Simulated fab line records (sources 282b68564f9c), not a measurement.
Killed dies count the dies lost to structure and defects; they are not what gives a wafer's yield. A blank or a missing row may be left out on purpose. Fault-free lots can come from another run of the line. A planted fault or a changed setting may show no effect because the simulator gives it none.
fab line records -- flow rit-cmos
record lots=15, wafers=45, last-day=7
route steps=202 shown M1@188
lots that met no fault: taken from a fault-free run of the same line
start-h: hours from the record's first day to the start of the lot's first wafer shown -- wait-h: hours elapsed since this lot's preceding step -- " identical to the entry in the row above -- L1.1+2: one row covering several wafers at once -- - no value, or no start was given -- * or withheld: withheld -- < > ~ a bound
route shown NAME@n: a module of which the file shows steps, and the number in the route of the first -- usual: average and standard deviation across the fault-free wafers -- same: alike in all rows -- chamber/n: place in a boat -- sites: the reading at each site -- _std_site: the values' standard deviation -- _edge_site: the outer-site mean with the inner-site mean subtracted -- radius-mm: how far each site lies from the wafer's centre -- mask NAME#n: copy n -- behind: the most recent tool/chamber to have shaped the wafer -- hold: what put the lot on hold/how long, in hours/how the hold closed -- device: the n, p or np transistor that did not switch -- end of line: tests of these same wafers at the route's end -- a step with no rows: only its recipe -- killed: count of dies lost to structure and defects at first sort (not the wafer's yield) -- map: shows each die of a wafer: x if killed, . if not, _ if none is there
set.NAME: the setting that was run; set.NAME@STEP: the one run at that earlier step -- model.NAME: the simulator's own value behind a step, which no gauge read
steps of the route over a sample of lots; a table a step, a row a wafer
## steps
# step RIT_M1_COAT_04
# recipe resist=NOVOLAK, spin-rpm=2000, resist-thk-nm=1300
# usual spin-speed-rpm=1999.7/1.4
lot.wafer,tool,chamber,start-h,wait-h,spin-speed-rpm
L343.2,litho-track-03,0,74.01,0.1,1998.3
L343.3,litho-track-03,0,74.01,0.1,1998.8
L343.6,litho-track-03,0,74.01,0.1,1996.9
L344.2,litho-track-01,0,77.05,0.1,1998.3
L344.3,litho-track-01,0,77.05,0.1,1999.2
L344.5,litho-track-01,0,77.05,0.1,2000.6
L345.1,litho-track-03,0,80.91,0.1,1997.4
L345.2,litho-track-03,0,80.91,0.1,2001.0
L345.4,litho-track-03,0,80.91,0.1,1998.6
L347.1,litho-track-04,0,85.92,0.1,1999.9
L347.3,litho-track-04,0,85.92,0.1,1998.8
L347.5,litho-track-04,0,85.92,0.1,2001.1
L348.1,litho-track-01,0,93.47,0.1,2003.1
L348.3,litho-track-01,0,93.47,0.1,2000.0
L348.4,litho-track-01,0,93.47,0.1,2003.7
L351.1,litho-track-01,0,108.18,0.1,1999.3
L351.2,litho-track-01,0,108.18,0.1,1999.0
L351.6,litho-track-01,0,108.18,0.1,2000.7
L352.3,litho-track-03,0,113.20,0.1,2001.2
L352.4,litho-track-03,0,113.20,0.1,1999.7
L352.6,litho-track-03,0,113.20,0.1,1999.7
L354.3,litho-track-01,0,119.40,0.1,1998.8
L354.4,litho-track-01,0,119.40,0.1,2000.1
L354.5,litho-track-01,0,119.40,0.1,1999.1
L357.1,litho-track-01,0,138.52,0.1,2000.1
L357.4,litho-track-01,0,138.52,0.1,2001.3
L357.5,litho-track-01,0,138.52,0.1,1998.7
L358.1,litho-track-01,0,141.32,0.1,1922.9
L358.3,litho-track-01,0,141.32,0.1,1924.5
L358.4,litho-track-01,0,141.32,0.1,1923.6
L359.1,litho-track-01,0,144.11,0.1,1920.3
L359.2,litho-track-01,0,144.11,0.1,1919.6
L359.4,litho-track-01,0,144.11,0.1,1919.8
L360.3,litho-track-01,0,149.75,0.1,1922.5
L360.4,litho-track-01,0,149.75,0.1,1921.5
L360.6,litho-track-01,0,149.75,0.1,1921.9
L361.1,litho-track-04,0,153.86,0.1,1999.0
L361.2,litho-track-04,0,153.86,0.1,1999.5
L361.5,litho-track-04,0,153.86,0.1,2000.3
L363.2,litho-track-04,0,163.83,0.1,1998.1
L363.3,litho-track-04,0,163.83,0.1,1998.4
L363.6,litho-track-04,0,163.83,0.1,2000.2
L364.1,litho-track-03,0,168.72,0.1,2000.0
L364.2,litho-track-03,0,168.72,0.1,1999.0
L364.5,litho-track-03,0,168.72,0.1,2001.1
# step RIT_M1_PROBE_99
# usual defect-limited-yield=97.4/1.2, killed_at_M0_to_M3=0.0/0.16, killed-at-contacts=0.1/0.24, killed-at-front-end=7/3.2, killed-dies=7/3.2, killed-open=3.4/2, killed-short=3.5/2.2, sort_bin_3_pad_short=0.1/0.21, sort_bin_5_function=1.6/0.79, sort_bin_6_memory=0.9/0.72, sort-n-pass=257/3.2, sort-yield-pct=97.4/1.2
# same gross-dies=264, killed_at_M4_up=0, killed-at-back-side=0, killed-at-other=0
lot.wafer,tool,chamber,start-h,wait-h,defect-limited-yield[%],killed_at_M0_to_M3,killed-at-contacts,killed-at-front-end,killed-dies,killed-open,killed-short,sort_bin_3_pad_short[%],sort_bin_5_function[%],sort_bin_6_memory[%],sort-n-pass,sort-yield-pct[%]
L343.2,prober-02,-,77.86,0.1,97.3,0,0,7,7,2,5,0.4,2.3,0,257,97.3
L343.3,prober-02,-,77.91,0.2,96.2,0,0,10,10,5,5,0.4,2.3,1.1,254,96.2
L343.6,prober-02,-,78.06,0.2,97.0,0,0,8,8,1,7,0.4,2.7,0,256,97.0
L344.2,prober-02,-,80.47,0.1,97.0,0,0,8,8,5,3,0,1.9,1.1,256,97.0
L344.3,prober-02,-,80.52,0.2,97.7,0,0,6,6,4,2,0,1.9,0.4,258,97.7
L344.5,prober-02,-,80.62,0.2,97.7,0,0,6,6,2,4,0,1.5,0.8,258,97.7
L345.1,prober-01,-,84.45,0.1,98.5,0,0,4,4,3,1,0.4,0.4,0.8,260,98.5
L345.2,prober-01,-,84.50,0.1,99.2,0,0,2,2,2,0,0,0.8,0,262,99.2
L345.4,prober-01,-,84.60,0.2,98.5,0,0,4,4,3,1,0,1.5,0,260,98.5
L347.1,prober-01,-,89.50,0.1,98.1,0,0,5,5,3,2,0,1.5,0.4,259,98.1
L347.3,prober-01,-,89.60,0.2,97.7,0,0,6,6,2,4,0,1.9,0.4,258,97.7
L347.5,prober-01,-,89.70,0.2,98.5,0,1,3,4,3,1,0,0.4,1.1,260,98.5
L348.1,prober-02,-,97.00,0.1,97.0,0,0,8,8,2,6,0,1.9,1.1,256,97.0
L348.3,prober-02,-,97.10,0.2,95.5,0,0,12,12,6,6,0.4,2.7,1.5,252,95.5
L348.4,prober-02,-,97.15,0.2,96.2,0,0,10,10,4,6,0,2.7,1.1,254,96.2
L351.1,prober-01,-,111.74,0.1,98.1,0,0,5,5,3,2,0,0.4,1.5,259,98.1
L351.2,prober-01,-,111.79,0.1,97.0,0,0,8,8,4,4,0,1.9,1.1,256,97.0
L351.6,prober-01,-,111.99,0.2,97.3,0,0,7,7,3,4,0.4,1.1,1.1,257,97.3
L352.3,prober-02,-,116.85,0.2,98.1,0,0,5,5,2,3,0.4,1.1,0.4,259,98.1
L352.4,prober-02,-,116.90,0.2,98.1,0,0,5,5,3,2,0,0.8,1.1,259,98.1
L352.6,prober-02,-,117.00,0.2,98.1,0,0,5,5,3,2,0,1.5,0.4,259,98.1
L354.3,prober-02,-,123.49,0.2,98.1,0,0,5,5,3,2,0,1.9,0,259,98.1
L354.4,prober-02,-,123.54,0.2,97.7,0,0,6,6,3,3,0.4,1.1,0.8,258,97.7
L354.5,prober-02,-,123.59,0.2,97.7,0,0,6,6,5,1,0,1.1,1.1,258,97.7
L357.1,prober-01,-,142.11,0.1,96.6,0,0,9,9,4,5,0.4,3.0,0,255,96.6
L357.4,prober-01,-,142.26,0.2,98.1,0,0,5,5,3,2,0,1.1,0.8,259,98.1
L357.5,prober-01,-,142.31,0.2,98.5,0,0,4,4,1,3,0,1.5,0,260,98.5
L358.1,prober-02,-,145.08,0.1,97.3,0,0,7,7,2,5,0,1.9,0.8,257,97.3
L358.3,prober-02,-,145.18,0.2,98.1,0,0,5,5,1,4,0,1.5,0.4,259,98.1
L358.4,prober-02,-,145.23,0.2,93.6,1,0,16,17,10,7,0,3.4,3.0,247,93.6
L359.1,prober-01,-,147.50,0.1,97.0,0,0,8,8,4,4,0.4,2.3,0.4,256,97.0
L359.2,prober-01,-,147.55,0.1,98.1,0,0,5,5,4,1,0,1.9,0,259,98.1
L359.4,prober-01,-,147.65,0.2,95.1,0,0,13,13,9,4,0.4,2.7,1.9,251,95.1
L360.3,prober-02,-,153.19,0.2,96.6,0,0,9,9,3,6,0.8,2.3,0.4,255,96.6
L360.4,prober-02,-,153.24,0.2,98.5,0,0,4,4,3,1,0,0.8,0.8,260,98.5
L360.6,prober-02,-,153.34,0.2,97.3,0,0,7,7,5,2,0,1.1,1.5,257,97.3
L361.1,prober-01,-,157.44,0.1,98.1,0,0,5,5,4,1,0,1.1,0.8,259,98.1
L361.2,prober-01,-,157.49,0.1,99.2,0,0,2,2,1,1,0,0.4,0.4,262,99.2
L361.5,prober-01,-,157.64,0.2,98.9,0,0,3,3,0,3,0,0.4,0.8,261,98.9
L363.2,prober-01,-,167.26,0.1,98.9,0,1,2,3,0,3,0,0.4,0.8,261,98.9
L363.3,prober-01,-,167.31,0.2,97.3,0,0,7,7,6,1,0,1.9,0.8,257,97.3
L363.6,prober-01,-,167.46,0.2,95.1,0,0,13,13,6,7,0,3.8,1.1,251,95.1
L364.1,prober-02,-,172.23,0.1,98.9,0,0,3,3,3,0,0,0.4,0.8,261,98.9
L364.2,prober-02,-,172.28,0.1,98.5,0,0,4,4,1,3,0,1.1,0.4,260,98.5
L364.5,prober-02,-,172.43,0.2,98.5,0,0,4,4,3,1,0,1.1,0.4,260,98.5
# killed by level:class
L343.2 GATE:geometric-particle:short=2 SILICIDE:geometric-particle:short=2 SPACER:geometric-particle:open=1 SPACER:geometric-particle:short=1 SILICIDE:geometric-particle:open=1
L343.3 GATE:geometric-particle:open=3 SPACER:geometric-particle:short=2 FOX1:geometric-particle:short=1 FOX2:geometric-particle:short=1 REOX:geometric-particle:open=1 SPACER:geometric-particle:open=1 SILICIDE:geometric-particle:short=1
L343.6 REOX:geometric-particle:short=3 GATE:geometric-particle:short=2 FOX2:geometric-particle:open=1 FOX2:geometric-particle:short=1 SILICIDE:geometric-particle:short=1
L344.2 GATE:geometric-particle:short=2 SPACER:geometric-particle:open=2 FOX1:geometric-particle:open=1 FOX1:geometric-particle:short=1 GATE:geometric-particle:open=1 SILICIDE:geometric-particle:open=1
L344.3 SILICIDE:geometric-particle:open=2 FOX2:geometric-particle:open=1 GATE:geometric-particle:short=1 SPACER:geometric-particle:open=1 SILICIDE:geometric-particle:short=1
L344.5 GATE:geometric-particle:short=3 GATE:geometric-particle:open=2 SPACER:geometric-particle:short=1
L345.1 GATE:geometric-particle:open=1 REOX:geometric-particle:short=1 REOX:geometric-particle:open=1 SPACER:geometric-particle:open=1
L345.2 GATE:geometric-particle:open=1 SPACER:geometric-particle:open=1
L345.4 FOX1:geometric-particle:open=1 GATE:geometric-particle:open=1 SPACER:geometric-particle:short=1 SILICIDE:geometric-particle:open=1
L347.1 FOX1:geometric-particle:short=1 FOX1:geometric-particle:open=1 GATE:geometric-particle:short=1 GATE:geometric-particle:open=1 SPACER:geometric-particle:open=1
L347.3 SILICIDE:geometric-particle:short=3 FOX2:geometric-particle:open=1 REOX:geometric-particle:short=1 SILICIDE:geometric-particle:open=1
L347.5 FOX1:geometric-particle:short=1 SPACER:geometric-particle:open=1 SILICIDE:geometric-particle:open=1 CONTACT:geometric-particle:open=1
L348.1 GATE:geometric-particle:short=4 GATE:geometric-particle:open=2 FOX2:geometric-particle:short=1 REOX:geometric-particle:short=1
L348.3 GATE:geometric-particle:open=6 GATE:geometric-particle:short=3 REOX:geometric-particle:short=1 SPACER:geometric-particle:short=1 SILICIDE:geometric-particle:short=1
L348.4 GATE:geometric-particle:short=3 FOX1:geometric-particle:short=2 GATE:geometric-particle:open=2 FOX2:geometric-particle:open=1 REOX:geometric-particle:open=1 REOX:geometric-particle:short=1
L351.1 GATE:geometric-particle:short=2 GATE:geometric-particle:open=1 REOX:geometric-particle:open=1 SILICIDE:geometric-particle:open=1
L351.2 REOX:geometric-particle:open=3 FOX1:geometric-particle:short=1 FOX2:geometric-particle:short=1 GATE:geometric-particle:short=1 SILICIDE:geometric-particle:short=1 SILICIDE:geometric-particle:open=1
L351.6 REOX:geometric-particle:open=3 GATE:geometric-particle:short=2 REOX:geometric-particle:short=1 SILICIDE:geometric-particle:short=1
L352.3 FOX1:geometric-particle:short=1 FOX2:geometric-particle:short=1 GATE:geometric-particle:open=1 REOX:geometric-particle:open=1 SPACER:geometric-particle:short=1
L352.4 FOX2:geometric-particle:open=1 GATE:geometric-particle:open=1 GATE:geometric-particle:short=1 SPACER:geometric-particle:short=1 SPACER:geometric-particle:open=1
L352.6 SILICIDE:geometric-particle:open=2 GATE:geometric-particle:short=1 GATE:geometric-particle:open=1 REOX:geometric-particle:short=1
L354.3 FOX2:geometric-particle:open=1 FOX2:geometric-particle:short=1 GATE:geometric-particle:open=1 GATE:geometric-particle:short=1 SILICIDE:geometric-particle:open=1
L354.4 FOX2:geometric-particle:short=2 FOX1:geometric-particle:open=1 SPACER:geometric-particle:open=1 SILICIDE:geometric-particle:open=1 SILICIDE:geometric-particle:short=1
L354.5 FOX2:geometric-particle:open=2 SPACER:geometric-particle:open=2 GATE:geometric-particle:short=1 GATE:geometric-particle:open=1
L357.1 FOX2:geometric-particle:short=2 FOX1:geometric-particle:short=1 FOX2:geometric-particle:open=1 GATE:geometric-particle:open=1 REOX:geometric-particle:open=1 SPACER:geometric-particle:short=1 SPACER:geometric-particle:open=1 SILICIDE:geometric-particle:short=1
L357.4 FOX1:geometric-particle:open=1 FOX2:geometric-particle:open=1 GATE:geometric-particle:short=1 REOX:geometric-particle:short=1 REOX:geometric-particle:open=1
L357.5 FOX1:geometric-particle:short=1 FOX2:geometric-particle:short=1 GATE:geometric-particle:short=1 SPACER:geometric-particle:open=1
L358.1 FOX1:geometric-particle:short=2 GATE:geometric-particle:short=2 REOX:geometric-particle:open=1 SILICIDE:geometric-particle:short=1 SILICIDE:geometric-particle:open=1
L358.3 REOX:geometric-particle:short=2 FOX2:geometric-particle:short=1 FOX1:geometric-particle:short=1 REOX:geometric-particle:open=1
L358.4 REOX:geometric-particle:open=4 FOX1:geometric-particle:short=3 FOX1:geometric-particle:open=3 GATE:geometric-particle:open=2 GATE:geometric-particle:short=1 REOX:geometric-particle:short=1 SPACER:geometric-particle:short=1 SILICIDE:geometric-particle:open=1
L359.1 FOX1:geometric-particle:open=2 FOX2:geometric-particle:short=2 GATE:geometric-particle:short=1 REOX:geometric-particle:open=1 REOX:geometric-particle:short=1 SPACER:geometric-particle:open=1
L359.2 GATE:geometric-particle:open=3 FOX1:geometric-particle:open=1 SILICIDE:geometric-particle:short=1
L359.4 REOX:geometric-particle:open=3 FOX2:geometric-particle:open=2 GATE:geometric-particle:short=2 GATE:geometric-particle:open=2 FOX1:geometric-particle:open=1 REOX:geometric-particle:short=1 SILICIDE:geometric-particle:open=1 SILICIDE:geometric-particle:short=1
L360.3 SPACER:geometric-particle:short=2 SILICIDE:geometric-particle:short=2 GATE:geometric-particle:open=1 GATE:geometric-particle:short=1 REOX:geometric-particle:short=1 SPACER:geometric-particle:open=1 SILICIDE:geometric-particle:open=1
L360.4 GATE:geometric-particle:open=2 GATE:geometric-particle:short=1 SILICIDE:geometric-particle:open=1
L360.6 GATE:geometric-particle:open=2 FOX2:geometric-particle:short=1 FOX2:geometric-particle:open=1 GATE:geometric-particle:short=1 SPACER:geometric-particle:open=1 SILICIDE:geometric-particle:open=1
L361.1 GATE:geometric-particle:open=2 FOX2:geometric-particle:open=1 GATE:geometric-particle:short=1 SPACER:geometric-particle:open=1
L361.2 FOX1:geometric-particle:open=1 REOX:geometric-particle:short=1
L361.5 REOX:geometric-particle:short=1 SPACER:geometric-particle:short=1 SILICIDE:geometric-particle:short=1
L363.2 GATE:geometric-particle:short=1 SPACER:geometric-particle:short=1 CONTACT:geometric-particle:short=1
L363.3 SPACER:geometric-particle:open=2 FOX1:geometric-particle:open=1 GATE:geometric-particle:open=1 REOX:geometric-particle:open=1 REOX:geometric-particle:short=1 SILICIDE:geometric-particle:open=1
L363.6 SPACER:geometric-particle:short=3 FOX1:geometric-particle:open=2 GATE:geometric-particle:short=2 SPACER:geometric-particle:open=2 GATE:geometric-particle:open=1 REOX:geometric-particle:short=1 SILICIDE:geometric-particle:open=1 SILICIDE:geometric-particle:short=1
L364.1 FOX2:geometric-particle:open=1 GATE:geometric-particle:open=1 REOX:geometric-particle:open=1
L364.2 FOX2:geometric-particle:short=2 FOX2:geometric-particle:open=1 SILICIDE:geometric-particle:short=1
L364.5 FOX1:geometric-particle:open=1 GATE:geometric-particle:short=1 GATE:geometric-particle:open=1 REOX:geometric-particle:open=1
## key
first-sign step=RIT_M1_COAT_04, reading=spin-speed-rpm, direction=down, sigmas=54, usual=1999.7, struck=1921.9
effect none on later readings
met-at RIT_M1_COAT_04
struck-lots L358,L359,L360
onset-between 138.52 141.32
fault kind=process-parameter-drift, tool=litho-track-01, chamber=-, onset-h=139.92, steps=RIT_M1_COAT_04, channel=spin-rpm, offset=-77.453, shape=step, end-h=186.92, acts-in=these-recipes-only, stated=2000
